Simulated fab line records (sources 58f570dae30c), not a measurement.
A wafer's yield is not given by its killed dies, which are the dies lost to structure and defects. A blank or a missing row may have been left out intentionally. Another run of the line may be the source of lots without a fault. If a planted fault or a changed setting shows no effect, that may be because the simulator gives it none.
Matching of chambers	flow berkeley-cmos170	UCB170_V1_CVD_00 on pecvd-01 has 3 sister chambers
The step deposits SiO2 from TEOS/O2, target thk 2000 nm, time 250 s. 3 wafers are shown with their chamber, then 7 later ones without.

== WAFERS PAIRED WITH THEIR CHAMBERS ==
wafer	chamber	heater-power-w (W)
L938.6	2	208
L939.1	0	239
L939.2	1	338

== WAFERS WITH NO CHAMBER GIVEN ==
wafer	heater-power-w (W)
L939.6	206
L942.1	301
L942.5	210
L942.6	265
L944.1	351
L944.2	282
L944.4	318

== WHICH CHAMBER EACH WENT THROUGH ==
wafer	from the rows above	in truth
L939.6	can't be placed: 2 or 0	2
L942.1	can't be placed: 1 or 0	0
L942.5	can't be placed: 2 or 0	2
L942.6	can't be placed: 0 or 2 or 1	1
L944.1	1	1
L944.2	can't be placed: 0 or 1 or 2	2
L944.4	1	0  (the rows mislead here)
Correct placement for 1 of the 7. Unplaceable from these rows: 5, with the true chamber sitting among the candidates in 5. Number placed wrongly: 1.
How it was worked out, from the rows above alone: a wafer's distance from a chamber is the root of the sum, over the readings, of the square of ((its reading less the chamber's mean) divided by the reading's scatter). If the next closest chamber is less than 2 further off than the closest, the wafer can't be placed; otherwise it belongs to the closest. Each chamber's mean is taken over the wafers shown for it. The scatter (one wafer shown for each chamber): square how far every hidden wafer sits from the nearest shown wafer, average those squares and take the square root.
